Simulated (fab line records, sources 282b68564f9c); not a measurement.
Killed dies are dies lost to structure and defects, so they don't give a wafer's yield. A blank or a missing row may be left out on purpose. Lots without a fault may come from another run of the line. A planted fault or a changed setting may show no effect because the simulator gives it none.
fab line records | flow rit_cmos
record lots=5 wafers=23
route steps=202 shown ACTIVE@2 NWELL@36 PRETRO@65 GATE@81 SPACER@128 NSD@138 PSD@143 SDANNEAL@156 CONTACT@175 M1@202
start_h: hours from the record's first day to the start of the lot's first wafer shown | wait_h: hours since the lot's step before | " the same as in the row above | L1.1+2: a row that stands for several wafers | - no value, or no start given | * or withheld: withheld | < > ~ a bound
route shown NAME@n: a module of which the file shows steps, and the number in the route of the first | usual: mean/standard deviation of fault-free wafers | same: alike in all rows | chamber/n: place in a boat | sites: the reading at each site | _std_site: their standard deviation | _edge_site: outer sites' mean less inner sites' | radius_mm: how far each site lies from the wafer's centre | mask NAME#n: copy n | behind: the tool/chamber that last shaped the wafer | hold: why the lot was held/for how many hours/how that ended | device: the transistor (n, p or np) that didn't switch | end of line: the same wafers' tests at the end of the route | a step without rows: its recipe alone | killed: dies lost to structure and defects at the first sort, not the wafer's yield | map: a wafer's dies, x killed, . not, _ none there
set.NAME: the setting as run; set.NAME@STEP: as run at that earlier step | model.NAME: the simulator's own value behind a step, which no gauge read
lots whose settings were changed on purpose; a table a step, a row a wafer
## steps
# step RIT_ACTIVE_OXIDATION_01
# recipe temp_c=1000 ambient=O2 target_thk_a=468 ox_time_s=3360
# columns lot.wafer tool chamber start_h wait_h set.ox_time_s model.SiO2_of_ACTIVE_OXIDATION_01.thk_nm
L074.1 furnace-03 0 10.98 1.0 3360 46.35
L074.3 " 0 " " 3360 46.53
L074.5 " 0 " " 3360 45.89
L079.1 - - - 1.3 3769 49.34
L079.2 " - " " 3769 48.37
L079.3 " - " " 3769 49.65
L079.5 " - " " 3769 48.48
L079.6 " - " " 3769 49.49
L080.2 - - - 1.1 3736 49.77
L080.3 " - " " 3736 49.51
L080.4+6 " - " " 3736 49.6
L080.5 " - " " 3736 50.03
L082.2 - - - 0.9 3360 47.51
L082.3 " - " " 3360 46.31
L082.4 " - " " 3360 47.19
L082.5 " - " " 3360 47.29
L082.6 " - " " 3360 47.08
L085.1 - - - 0.1 3360 46.93
L085.2 " - " " 3360 46.86
L085.4 " - " " 3360 47.34
L085.5 " - " " 3360 47.26
L085.6 " - " " 3360 46.46
# step RIT_ACTIVE_EXPOSE_08
# recipe mask_id=M1 na=0.6 source_shape=conventional sigma_outer=0.6 target_cd_nm=1400 dose_mj=225
# columns lot.wafer tool chamber start_h wait_h mask set.dose_mj
L074.1+3+5 iline_stepper-02 0 14.90 0.1 M1#0 225
L079.1+3+5 iline_stepper-02 0 40.27 0.1 M1#0 225
L079.2+6 " 0 " " M1#0 232.1
L080.2+3+6 iline_stepper-01 0 45.32 0.2 M1#0 225
L080.4+5 " 0 " " M1#0 238.4
L082.2+5 iline_stepper-02 0 54.97 0.2 M1#0 225
L082.3+4+6 " 0 " " M1#0 236.3
L085.1+2+5 iline_stepper-01 0 69.58 0.2 M1#0 225
L085.4+6 " 0 " " M1#0 233.7
# step RIT_ACTIVE_PEB_09
# recipe resist=NOVOLAK temp_c=withheld time_s=withheld
# step RIT_ACTIVE_DEVELOP_10
# recipe resist=NOVOLAK develop_time_s=50 dev_temp_c=23
# step RIT_ACTIVE_CD_MEAS_11
# recipe target_cd_nm=1400
# usual cd_nm=1400.1/2.1
# columns lot.wafer tool chamber start_h wait_h set.dose_mj@ACTIVE_EXPOSE_08 cd_nm
L074.1 cd_sem-02 - 15.30 - 225 1400.5
L074.3 " - " " 225 1401.7
L074.5 " - " " 225 1403.0
L079.1 cd_sem-02 - 40.67 - 225 1396.7
L079.2 " - " " 232.1 1387.3
L079.3 " - " " 225 1396.9
L079.5 " - " " 225 1396.3
L079.6 " - " " 232.1 1386.6
L080.2 cd_sem-02 - 45.72 - 225 1401.0
L080.3 " - " " 225 1399.9
L080.4 " - " " 238.4 1384.9
L080.5 " - " " 238.4 1383.1
L080.6 " - " " 225 1401.3
L082.2 cd_sem-02 - 55.37 - 225 1401.3
L082.3 " - " " 236.3 1386.9
L082.4 " - " " 236.3 1388.9
L082.5 " - " " 225 1400.4
L082.6 " - " " 236.3 1386.8
L085.1 cd_sem-01 - 69.98 - 225 1399.7
L085.2 " - " " 225 1400.5
L085.4 " - " " 233.7 1388.5
L085.5 " - " " 225 1400.4
L085.6 " - " " 233.7 1391.0
# step RIT_ACTIVE_HARDBAKE_12
# recipe resist=NOVOLAK temp_c=140 time_s=60
# step RIT_ACTIVE_ETCH_13
# recipe stop_on=SiO2 chemistry=SF6 target=Si3N4 time_s=210 over_etch_frac=0.4 SF6_flow_sccm=200 pressure_mtorr=260 rf_w=125 target_depth_a=2100
# columns lot.wafer tool chamber start_h wait_h set.dose_mj@ACTIVE_EXPOSE_08 model.ACTIVE.cd_nm
L074.1 rie_diel-04 1 15.57 0.1 225 1400
L074.3 " 0 " " 225 1401
L074.5 " 1 " " 225 1403
L079.1+5 rie_diel-01 3,0 40.94 0.1 225 1396
L079.2 " 1 " " 232.1 1388
L079.3 " 2 " " 225 1397
L079.6 " 1 " " 232.1 1387
L080.2 rie_diel-01 2 45.97 0.1 225 1401
L080.3 " 3 " " 225 1400
L080.4 " 1 " " 238.4 1385
L080.5 " 0 " " 238.4 1383
L080.6 " 1 " " 225 1402
L082.2 rie_diel-02 1 55.62 0.1 225 1401
L082.3+6 " 0,3 " " 236.3 1387
L082.4 " 3 " " 236.3 1389
L082.5 " 0 " " 225 1400
L085.1 rie_diel-04 1 70.25 0.1 225 1399
L085.2+5 " 3,1 " " 225 1400
L085.4 " 2 " " 233.7 1389
L085.6 " 2 " " 233.7 1391
# step RIT_ACTIVE_STRIP_14
# recipe chemistry=O2 time_s=180 resist=NOVOLAK platen_temp_c=withheld power_w=500 pressure_mtorr=4000 o2_flow_sccm=4000
# step RIT_ACTIVE_CD_MEAS_90
# recipe target_cd_nm=1400
# usual cd_nm=1400.2/2.1
# columns lot.wafer tool chamber start_h wait_h set.dose_mj@ACTIVE_EXPOSE_08 cd_nm
L074.1 cd_sem-02 - 15.88 0.1 225 1400.4
L074.3 " - " " 225 1401.0
L074.5 " - " " 225 1402.5
L079.1 cd_sem-01 - 41.24 0.1 225 1396.6
L079.2 " - " " 232.1 1388.4
L079.3 " - " " 225 1397.0
L079.5 " - " " 225 1396.4
L079.6 " - " " 232.1 1387.0
L080.2 cd_sem-02 - 46.30 0.1 225 1401.3
L080.3 " - " " 225 1399.8
L080.4 " - " " 238.4 1385.2
L080.5 " - " " 238.4 1383.0
L080.6 " - " " 225 1401.6
L082.2 cd_sem-01 - 55.95 0.1 225 1401.5
L082.3 " - " " 236.3 1386.8
L082.4 " - " " 236.3 1388.6
L082.5 " - " " 225 1400.6
L082.6 " - " " 236.3 1387.2
L085.1 cd_sem-02 - 70.55 0.1 225 1399.5
L085.2 " - " " 225 1400.1
L085.4 " - " " 233.7 1389.6
L085.5 " - " " 225 1400.0
L085.6 " - " " 233.7 1391.5
# step RIT_NWELL_IMPLANT_08
# recipe species=P energy_kev=170 dose_cm2=5e+13 tilt_deg=7
# columns lot.wafer tool chamber start_h wait_h set.energy_kev model.implant.rp_nm model.implant.drp_nm
L074.1+3+5 implanter-02 0 21.58 0.2 170 211.2 68.82
L079.1+3+6 implanter-02 0 48.18 0.2 170 215.6 68.82
L079.2+5 " 0 " " 165.8 210.1 67.57
L080.2+3+5 implanter-04 0 52.27 0.2 172.9 222 69.7
L080.4+6 " 0 " " 170 218.2 68.82
L082.2+6 implanter-02 0 62.63 0.2 173.9 212.4 70.01
L082.3+4+5 " 0 " " 170 207.5 68.82
L085.1+4+6 implanter-04 0 78.17 0.2 176.1 219.1 70.67
L085.2+5 " 0 " " 170 211.3 68.82
# step RIT_PRETRO_COAT_01
# recipe resist=NOVOLAK spin_rpm=2000 resist_thk_nm=1300
# columns lot.wafer tool chamber start_h wait_h set.resist_thk_nm model.NOVOLAK_of_PRETRO_COAT_01.thk_nm
L074.1 litho_track-02 0 31.98 0.1 1300 1301
L074.3+5 " 0 " " 1300 1297
L079.1 litho_track-02 0 58.03 0.1 1300 1303
L079.2 " 0 " " 1300 1304
L079.3 " 0 " " 1235 1234
L079.5 " 0 " " 1300 1308
L079.6 " 0 " " 1235 1237
L080.2 litho_track-02 0 61.49 0.1 1377 1378
L080.3+6 " 0 " " 1377 1375
L080.4 " 0 " " 1300 1301
L080.5 " 0 " " 1300 1302
L082.2 litho_track-02 0 71.70 0.1 1271 1280
L082.3 " 0 " " 1300 1304
L082.4 " 0 " " 1271 1276
L082.5 " 0 " " 1300 1305
L082.6 " 0 " " 1271 1282
L085.1 litho_track-02 0 89.19 0.1 1270 1266
L085.2 " 0 " " 1300 1302
L085.4 " 0 " " 1270 1270
L085.5 " 0 " " 1300 1298
L085.6 " 0 " " 1300 1294
# step RIT_PRETRO_SOFTBAKE_02
# recipe resist=NOVOLAK temp_c=90 time_s=60
# step RIT_PRETRO_EXPOSE_03
# recipe mask_id=M5 na=0.57 target_cd_nm=43700 dose_mj=250
# step RIT_PRETRO_DEVELOP_05
# recipe resist=NOVOLAK develop_time_s=68 dev_temp_c=23
# step RIT_PRETRO_HARDBAKE_07
# recipe resist=NOVOLAK temp_c=140 time_s=120
# columns lot.wafer tool chamber start_h wait_h set.resist_thk_nm@PRETRO_COAT_01 model.NOVOLAK_of_PRETRO_COAT_01.thk_nm
L074.1 litho_track-01 0 32.92 0.2 1300 1137
L074.3+5 " 0 " " 1300 1134
L079.1+2 litho_track-01 0 58.79 0.0 1300 1140
L079.3 " 0 " " 1235 1081
L079.5 " 0 " " 1300 1143
L079.6 " 0 " " 1235 1083
L080.2 litho_track-03 0 62.51 0.1 1377 1204
L080.3 " 0 " " 1377 1201
L080.4 " 0 " " 1300 1138
L080.5 " 0 " " 1300 1139
L080.6 " 0 " " 1377 1202
L082.2 litho_track-02 0 72.48 0.1 1271 1120
L082.3 " 0 " " 1300 1140
L082.4 " 0 " " 1271 1116
L082.5 " 0 " " 1300 1141
L082.6 " 0 " " 1271 1122
L085.1 litho_track-03 0 89.96 0.0 1270 1108
L085.2 " 0 " " 1300 1138
L085.4 " 0 " " 1270 1111
L085.5 " 0 " " 1300 1135
L085.6 " 0 " " 1300 1131
# step RIT_GATE_OXIDATION_05
# recipe temp_c=900 ambient=O2 target_thk_a=30 ox_time_s=270
# columns lot.wafer tool chamber start_h wait_h set.temp_c
L074.1+3+5 furnace-03 0 35.69 1.7 900
L079.1+2+3+5+6 - - - 0.1 900
L080.2+3+4+5+6 - - - 0.0 926.2
L082.2+3+4+5+6 - - - 0.0 917.8
L085.1+2+4+5+6 - - - 1.0 920.2
# step RIT_GATE_DEVELOP_15
# recipe resist=NOVOLAK develop_time_s=50 dev_temp_c=23
# columns lot.wafer tool chamber start_h wait_h set.develop_time_s
L074.1+3+5 litho_track-03 0 - - 50
L079.1+2+3+5+6 litho_track-04 0 - - 50
L080.2+5+6 litho_track-02 0 - - 50
L080.3+4 " 0 " " 56.92
L082.2+5 litho_track-02 0 - - 50
L082.3+4+6 " 0 " " 56.74
L085.1+2+5 litho_track-03 0 - - 50
L085.4+6 " 0 " " 55.84
# step RIT_SPACER_CVD_03
# recipe material=Si3N4 target_thk_nm=250 temp_c=810 precursor=SiH2Cl2/NH3 time_s=3300 pressure_mtorr=300 sih2cl2_flow_sccm=60 nh3_flow_sccm=150
# columns lot.wafer tool chamber start_h wait_h set.time_s model.Si3N4_of_SPACER_CVD_03.thk_nm
L074.1 lpcvd-02 1 49.15 0.0 3300 249.1
L074.3 " 1 " " 3300 249.3
L074.5 " 1 " " 3300 249.7
L079.1 - - - 0.0 3499 266.2
L079.2 " - " " 3499 265.9
L079.3 " - " " 3499 267.2
L079.5 " - " " 3499 262.7
L079.6 " - " " 3499 263.6
L080.2 - - - 0.0 2870 216
L080.3 " - " " 2870 221.2
L080.4+6 " - " " 2870 217.5
L080.5 " - " " 2870 216.3
L082.2 - - - 0.0 2898 221.3
L082.3 " - " " 2898 219.8
L082.4 " - " " 2898 220.5
L082.5 " - " " 2898 220.2
L082.6 " - " " 2898 219.6
L085.1 - - - 0.8 3300 252.6
L085.2 " - " " 3300 250.9
L085.4 " - " " 3300 251.7
L085.5 " - " " 3300 253.4
L085.6 " - " " 3300 251.9
# step RIT_SPACER_THK_MEAS_04
# recipe reads=Si3N4_of_SPACER_CVD_03
# usual SPACER_NITRIDE_THK=250.1/1.6
# columns lot.wafer tool chamber start_h wait_h set.time_s@SPACER_CVD_03 SPACER_NITRIDE_THK[nm]
L074.1 film_metro-01 - 51.06 0.0 3300 249.1
L074.3 " - " " 3300 249.6
L074.5 " - " " 3300 249.6
L079.1 film_metro-03 - - - 3499 266.0
L079.2 " - " " 3499 265.9
L079.3 " - " " 3499 267.3
L079.5 " - " " 3499 262.5
L079.6 " - " " 3499 263.4
L080.2 film_metro-02 - - - 2870 216.1
L080.3 " - " " 2870 221.2
L080.4 " - " " 2870 217.5
L080.5 " - " " 2870 216.2
L080.6 " - " " 2870 217.5
L082.2 film_metro-02 - - - 2898 221.5
L082.3 " - " " 2898 219.9
L082.4 " - " " 2898 220.5
L082.5 " - " " 2898 220.2
L082.6 " - " " 2898 219.5
L085.1 film_metro-01 - - - 3300 252.5
L085.2 " - " " 3300 251.0
L085.4 " - " " 3300 251.7
L085.5 " - " " 3300 253.5
L085.6 " - " " 3300 251.9
# step RIT_SPACER_ETCHBACK_05
# recipe target_depth_a=2500 SF6_flow_sccm=30 CHF3_flow_sccm=30 target=Si3N4 chemistry=SF6/CHF3 pressure_mtorr=40 rf_w=250 time_s=240 stop_on=SiO2
# columns lot.wafer tool chamber start_h wait_h set.time_s@SPACER_CVD_03 model.etch.depth_nm model.Si3N4_of_SPACER_CVD_03.thk_nm
L074.1 rie_diel-04 1 51.12 0.1 3300 249.1 192.2
L074.3 " 3 " " 3300 249.3 194.7
L074.5 " 2 " " 3300 249.7 197.9
L079.1 rie_diel-03 2 76.77 0.1 3499 266.2 208
L079.2 " 0 " " 3499 265.9 207.5
L079.3 " 3 " " 3499 267.2 207.3
L079.5 " 2 " " 3499 262.7 205.7
L079.6 " 3 " " 3499 263.6 204.1
L080.2 rie_diel-02 1 77.68 0.0 2870 216 171
L080.3 " 0 " " 2870 221.2 174.8
L080.4 " 3 " " 2870 217.5 170.6
L080.5 " 3 " " 2870 216.3 169.8
L080.6 " 2 " " 2870 217.5 170.7
L082.2 rie_diel-03 0 90.15 0.0 2898 221.3 172.1
L082.3 " 3 " " 2898 219.8 170.7
L082.4 " 2 " " 2898 220.5 172.2
L082.5 " 2 " " 2898 220.2 171.8
L082.6 " 3 " " 2898 219.6 170.2
L085.1 rie_diel-03 0 106.54 0.1 3300 252.6 196.5
L085.2 " 1 " " 3300 250.9 196.3
L085.4 " 2 " " 3300 251.7 196.4
L085.5 " 2 " " 3300 253.4 197.7
L085.6 " 3 " " 3300 251.9 195.5
# step RIT_NSD_HARDBAKE_07
# recipe resist=NOVOLAK temp_c=140 time_s=60
# columns lot.wafer tool chamber start_h wait_h set.temp_c model.NOVOLAK_of_NSD_COAT_01.thk_nm
L074.1 litho_track-01 0 52.16 0.0 140 886.9
L074.3 " 0 " " 140 887
L074.5 " 0 " " 140 886.8
L079.1 litho_track-02 0 78.13 0.0 140 882.7
L079.2 " 0 " " 140 883.2
L079.3 " 0 " " 137.1 889.3
L079.5 " 0 " " 137.1 888.5
L079.6 " 0 " " 137.1 886.9
L080.2 litho_track-02 0 78.91 0.2 138.7 887.7
L080.3 " 0 " " 138.7 885.2
L080.4 " 0 " " 140 885.3
L080.5+6 " 0 " " 140 884.9
L082.2+5 litho_track-01 0 91.21 0.0 140 886.3
L082.3 " 0 " " 140 885.5
L082.4 " 0 " " 140 885.6
L082.6 " 0 " " 140 886
L085.1 litho_track-01 0 107.58 0.0 142.4 881
L085.2 " 0 " " 140 883.9
L085.4 " 0 " " 140 887.4
L085.5 " 0 " " 142.4 882.1
L085.6 " 0 " " 140 883.6
# step RIT_PSD_COAT_01
# recipe resist=NOVOLAK spin_rpm=3250 resist_thk_nm=1000
# columns lot.wafer tool chamber start_h wait_h set.spin_rpm model.NOVOLAK_of_PSD_COAT_01.thk_nm
L074.1 litho_track-02 0 52.98 0.1 3250 1000
L074.3 " 0 " " 3250 999.5
L074.5 " 0 " " 3250 1002
L079.1 litho_track-04 0 78.99 0.1 3250 1002
L079.2 " 0 " " 3047 1032
L079.3 " 0 " " 3047 1033
L079.5 " 0 " " 3047 1031
L079.6 " 0 " " 3250 1001
L080.2 litho_track-04 0 79.59 0.1 3250 1001
L080.3 " 0 " " 3250 1003
L080.4+6 " 0 " " 3250 1000
L080.5 " 0 " " 3250 998.8
L082.2 litho_track-04 0 91.89 0.1 3250 1009
L082.3 " 0 " " 3250 1002
L082.4 " 0 " " 3156 1018
L082.5 " 0 " " 3250 1007
L082.6 " 0 " " 3156 1021
L085.1 litho_track-02 0 108.26 0.1 3250 999.6
L085.2 " 0 " " 3250 999.8
L085.4 " 0 " " 3448 969.9
L085.5 " 0 " " 3448 969.2
L085.6 " 0 " " 3250 1000
# step RIT_PSD_SOFTBAKE_02
# recipe resist=NOVOLAK temp_c=90 time_s=60
# step RIT_PSD_EXPOSE_03
# recipe mask_id=M10 na=0.57 target_cd_nm=40900 dose_mj=250
# step RIT_PSD_DEVELOP_05
# recipe resist=NOVOLAK develop_time_s=50 dev_temp_c=23
# step RIT_PSD_HARDBAKE_07
# recipe resist=NOVOLAK temp_c=140 time_s=60
# columns lot.wafer tool chamber start_h wait_h set.spin_rpm@PSD_COAT_01 model.NOVOLAK_of_PSD_COAT_01.thk_nm
L074.1 litho_track-02 0 53.87 0.0 3250 883.8
L074.3 " 0 " " 3250 883.3
L074.5 " 0 " " 3250 885.3
L079.1 litho_track-03 0 79.78 0.1 3250 885.9
L079.2 " 0 " " 3047 911.4
L079.3 " 0 " " 3047 912.4
L079.5 " 0 " " 3047 910.6
L079.6 " 0 " " 3250 884.9
L080.2+4 litho_track-02 0 80.33 0.0 3250 884.2
L080.3 " 0 " " 3250 886
L080.5 " 0 " " 3250 882.7
L080.6 " 0 " " 3250 883.8
L082.2 litho_track-03 0 92.68 0.0 3250 891.6
L082.3 " 0 " " 3250 885.7
L082.4 " 0 " " 3156 899.7
L082.5 " 0 " " 3250 890
L082.6 " 0 " " 3156 901.7
L085.1 litho_track-02 0 109.00 0.0 3250 883.4
L085.2 " 0 " " 3250 883.6
L085.4 " 0 " " 3448 857.4
L085.5 " 0 " " 3448 856.9
L085.6 " 0 " " 3250 884.1
# step RIT_SDANNEAL_RTA_03
# recipe temp_c=1050 time_s=5 idle_temp_c=600 ramp_up_c_per_s=342 ramp_down_c_per_s=171 cool_to_c=600 ambient=N2
# columns lot.wafer tool chamber start_h wait_h set.time_s
L074.1+3+5 rtp_anneal-01 0 54.80 0.0 5
L079.1+2+6 rtp_anneal-02 0 80.71 0.0 5.288
L079.3+5 " 0 " " 5
L080.2+3+4 rtp_anneal-01 0 81.21 0.0 5.292
L080.5+6 " 0 " " 5
L082.2+3+4+5+6 rtp_anneal-01 0 93.60 0.0 5
L085.1+2+4+5+6 rtp_anneal-02 0 109.90 0.0 5
# step RIT_SDANNEAL_RS_MEAS_04
# recipe thk_meas_gauge=four-point-probe
# usual PSD_RS=116.03/0.27
# columns lot.wafer tool chamber start_h wait_h set.time_s@SDANNEAL_RTA_03 PSD_RS[ohm/sq]
L074.1 film_metro-03 - 54.86 0.0 5 115.64
L074.3 " - " " 5 115.91
L074.5 " - " " 5 115.66
L079.1 film_metro-03 - 80.77 0.0 5.288 115.08
L079.2 " - " " 5.288 115.56
L079.3 " - " " 5 116.50
L079.5 " - " " 5 116.25
L079.6 " - " " 5.288 115.31
L080.2 film_metro-01 - 81.28 0.1 5.292 115.96
L080.3 " - " " 5.292 115.19
L080.4 " - " " 5.292 114.75
L080.5 " - " " 5 116.54
L080.6 " - " " 5 116.82
L082.2 film_metro-03 - 93.67 0.1 5 115.64
L082.3 " - " " 5 115.76
L082.4 " - " " 5 115.61
L082.5 " - " " 5 115.81
L082.6 " - " " 5 115.78
L085.1 film_metro-04 - 109.96 0.0 5 116.87
L085.2 " - " " 5 116.43
L085.4 " - " " 5 116.29
L085.5 " - " " 5 116.68
L085.6 " - " " 5 116.68
# step RIT_CONTACT_DEVELOP_07
# recipe resist=NOVOLAK develop_time_s=120 dev_temp_c=23
# columns lot.wafer tool chamber start_h wait_h set.develop_time_s
L074.1+3+5 litho_track-04 0 - - 120
L079.1+3+5 litho_track-03 0 - - 120
L079.2+6 " 0 " " 109.8
L080.2+3+4+5+6 litho_track-04 0 - - 120
L082.2+3+4+5+6 litho_track-04 0 - - 120
L085.1+4+5 litho_track-01 0 - - 120
L085.2+6 " 0 " " 125.6
# step RIT_CONTACT_CD_MEAS_08
# recipe target_cd_nm=1000
# usual cd_nm=999.7/2.1
# columns lot.wafer tool chamber start_h wait_h set.develop_time_s@CONTACT_DEVELOP_07 cd_nm
L074.1 cd_sem-02 - 56.94 - 120 998.8
L074.3 " - " " 120 999.7
L074.5 " - " " 120 999.8
L079.1 cd_sem-02 - 83.18 - 120 998.9
L079.2 " - " " 109.8 991.9
L079.3 " - " " 120 996.9
L079.5 " - " " 120 998.1
L079.6 " - " " 109.8 990.4
L080.2 cd_sem-01 - 83.48 - 120 1001.2
L080.3 " - " " 120 1003.8
L080.4 " - " " 120 1003.3
L080.5 " - " " 120 1002.8
L080.6 " - " " 120 1001.1
L082.2 cd_sem-02 - 95.75 - 120 997.1
L082.3 " - " " 120 998.2
L082.4 " - " " 120 999.1
L082.5 " - " " 120 997.4
L082.6 " - " " 120 998.7
L085.1 cd_sem-02 - 112.21 - 120 1000.4
L085.2 " - " " 125.6 1003.9
L085.4 " - " " 120 999.3
L085.5 " - " " 120 1000.4
L085.6 " - " " 125.6 1004.2
# step RIT_M1_PROBE_99
# columns lot.wafer tool chamber start_h wait_h set.temp_c@GATE_OXIDATION_05 set.develop_time_s@GATE_DEVELOP_15 model.etest.nmos_0p15.drive_ua_um model.etest.nmos_0p15.r_on_ohm_um model.etest.nmos_0p3.drive_ua_um model.etest.nmos_0p3.r_on_ohm_um model.etest.nmos_narrow.drive_ua_um model.etest.pmos_0p15.r_on_ohm_um model.etest.pmos_0p3.r_on_ohm_um model.etest.pmos_turned.r_on_ohm_um
L074.1 prober-01 - 62.40 0.1 900 50 452.4 1229 227.2 2230 230.1 2873 6388 3562
L074.3 prober-01 - 62.50 0.2 900 50 462.4 1162 226.6 2166 225.3 2782 6272 3408
L074.5 prober-01 - 62.60 0.2 900 50 462.8 1099 228.1 2122 227.3 2747 6298 3425
L079.1 prober-02 - 88.63 0.1 900 50 446.6 1130 220.1 2176 212.2 2765 6293 3412
L079.2 prober-02 - 88.68 0.1 900 50 455.9 1128 225.2 2149 216.8 2789 6225 3399
L079.3 prober-02 - 88.73 0.2 900 50 445.1 1163 220.6 2206 212 2870 6378 3517
L079.5 prober-02 - 88.83 0.2 900 50 452.1 1128 220.9 2167 215.5 2811 6274 3438
L079.6 prober-02 - 88.88 0.2 900 50 438.4 1183 218.3 2216 210.8 2904 6393 3522
L080.2 prober-01 - 90.18 0.1 926.2 50 361.1 1320 150.7 2694 144.7 3433 8219 4272
L080.3 prober-01 - 90.23 0.2 926.2 56.92 445.2 1158 160.5 2550 155.9 2899 7777 3734
L080.4 prober-01 - 90.28 0.2 926.2 56.92 466 1166 165.8 2548 158.1 2803 7501 3609
L080.5 prober-01 - 90.33 0.2 926.2 50 352.6 1400 150.6 2762 144.9 3594 8424 4455
L080.6 prober-01 - 90.38 0.2 926.2 50 348.1 1407 148 2771 146 3647 8451 4500
L082.2 prober-01 - 101.31 0.1 917.8 50 368.9 1408 164.6 2674 162.2 3528 7826 4321
L082.3 prober-01 - 101.36 0.2 917.8 56.74 494 1194 183.7 2450 178.6 2792 7225 3585
L082.4 prober-01 - 101.41 0.2 917.8 56.74 467.2 1194 180.2 2444 175.3 2880 7239 3661
L082.5 prober-01 - 101.46 0.2 917.8 50 385.6 1350 168.9 2649 166 3407 7813 4181
L082.6 prober-01 - 101.51 0.2 917.8 56.74 467.8 1266 182.6 2481 175.8 2934 7206 3742
L085.1 prober-02 - 117.53 0.1 920.2 50 373.3 1257 164.5 2562 158.4 3340 7680 4106
L085.2 prober-02 - 117.58 0.1 920.2 50 365.4 1257 160.6 2573 160.6 3385 7890 4157
L085.4 prober-02 - 117.68 0.2 920.2 55.84 458.8 1088 170.6 2406 163.1 2775 7225 3533
L085.5 prober-02 - 117.73 0.2 920.2 50 361.6 1283 159.4 2611 155.4 3466 8055 4339
L085.6 prober-02 - 117.78 0.2 920.2 55.84 456.5 1108 171.7 2457 167.1 2863 7352 3619
# killed by level:class
L074.1 FOX1:geometric_particle:open=2 REOX:geometric_particle:short=2 SPACER:geometric_particle:open=2 SILICIDE:geometric_particle:short=2 GATE:geometric_particle:open=1 SPACER:geometric_particle:short=1 SILICIDE:geometric_particle:open=1
L074.3 SILICIDE:geometric_particle:open=3 FOX1:geometric_particle:short=1 GATE:geometric_particle:open=1
L074.5 FOX1:geometric_particle:open=2 GATE:geometric_particle:open=2 GATE:geometric_particle:short=2 FOX2:geometric_particle:open=1 SPACER:geometric_particle:open=1
## key
split step=RIT_ACTIVE_OXIDATION_01 setting=ox_time_s stated=3360 by=lot
response step=RIT_ACTIVE_OXIDATION_01 reading=model.SiO2_of_ACTIVE_OXIDATION_01.thk_nm change=+0.215 per=1% r=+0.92
split step=RIT_ACTIVE_EXPOSE_08 setting=dose_mj stated=225 by=wafer
response step=RIT_ACTIVE_CD_MEAS_11 reading=cd_nm change=-2.78 per=1% r=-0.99
response step=RIT_ACTIVE_ETCH_13 reading=model.ACTIVE.cd_nm change=-2.69 per=1% r=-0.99
response step=RIT_ACTIVE_CD_MEAS_90 reading=cd_nm change=-2.72 per=1% r=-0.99
split step=RIT_NWELL_IMPLANT_08 setting=energy_kev stated=170 by=wafer
response step=RIT_NWELL_IMPLANT_08 reading=model.implant.rp_nm change=+2.18 per=1% r=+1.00
response step=RIT_NWELL_IMPLANT_08 reading=model.implant.drp_nm change=+0.514 per=1% r=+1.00
split step=RIT_PRETRO_COAT_01 setting=resist_thk_nm stated=1300 by=wafer
response step=RIT_PRETRO_COAT_01 reading=model.NOVOLAK_of_PRETRO_COAT_01.thk_nm change=+12.9 per=1% r=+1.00
response step=RIT_PRETRO_HARDBAKE_07 reading=model.NOVOLAK_of_PRETRO_COAT_01.thk_nm change=+11.1 per=1% r=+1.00
split step=RIT_GATE_OXIDATION_05 setting=temp_c stated=900 by=lot
response step=RIT_M1_PROBE_99 reading=model.etest.nmos_narrow.drive_ua_um change=-24.2 per=1% r=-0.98
response step=RIT_M1_PROBE_99 reading=model.etest.nmos_0p3.drive_ua_um change=-24.1 per=1% r=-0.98
split step=RIT_GATE_DEVELOP_15 setting=develop_time_s stated=50 by=wafer
response step=RIT_M1_PROBE_99 reading=model.etest.pmos_0p3.r_on_ohm_um change=-48.9 per=1% r=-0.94
response step=RIT_M1_PROBE_99 reading=model.etest.nmos_0p3.r_on_ohm_um change=-14.1 per=1% r=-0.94
response step=RIT_M1_PROBE_99 reading=model.etest.pmos_turned.r_on_ohm_um change=-49.9 per=1% r=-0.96
response step=RIT_M1_PROBE_99 reading=model.etest.pmos_0p15.r_on_ohm_um change=-48.3 per=1% r=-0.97
response step=RIT_M1_PROBE_99 reading=model.etest.nmos_0p15.r_on_ohm_um change=-13.9 per=1% r=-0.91
response step=RIT_M1_PROBE_99 reading=model.etest.nmos_0p15.drive_ua_um change=+7.46 per=1% r=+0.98
split step=RIT_SPACER_CVD_03 setting=time_s stated=3300 by=lot
response step=RIT_SPACER_CVD_03 reading=model.Si3N4_of_SPACER_CVD_03.thk_nm change=+2.5 per=1% r=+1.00
response step=RIT_SPACER_THK_MEAS_04 reading=SPACER_NITRIDE_THK change=+2.49 per=1% r=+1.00
response step=RIT_SPACER_ETCHBACK_05 reading=model.etch.depth_nm change=+2.5 per=1% r=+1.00
response step=RIT_SPACER_ETCHBACK_05 reading=model.Si3N4_of_SPACER_CVD_03.thk_nm change=+1.9 per=1% r=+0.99
split step=RIT_NSD_HARDBAKE_07 setting=temp_c stated=140 by=wafer
response step=RIT_NSD_HARDBAKE_07 reading=model.NOVOLAK_of_NSD_COAT_01.thk_nm change=-2.24 per=1% r=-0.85
split step=RIT_PSD_COAT_01 setting=spin_rpm stated=3250 by=wafer
response step=RIT_PSD_COAT_01 reading=model.NOVOLAK_of_PSD_COAT_01.thk_nm change=-4.85 per=1% r=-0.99
response step=RIT_PSD_HARDBAKE_07 reading=model.NOVOLAK_of_PSD_COAT_01.thk_nm change=-4.24 per=1% r=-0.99
split step=RIT_SDANNEAL_RTA_03 setting=time_s stated=5 by=wafer
response step=RIT_SDANNEAL_RS_MEAS_04 reading=PSD_RS change=-0.21 per=1% r=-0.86
split step=RIT_CONTACT_DEVELOP_07 setting=develop_time_s stated=120 by=wafer
response step=RIT_CONTACT_CD_MEAS_08 reading=cd_nm change=+0.815 per=1% r=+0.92
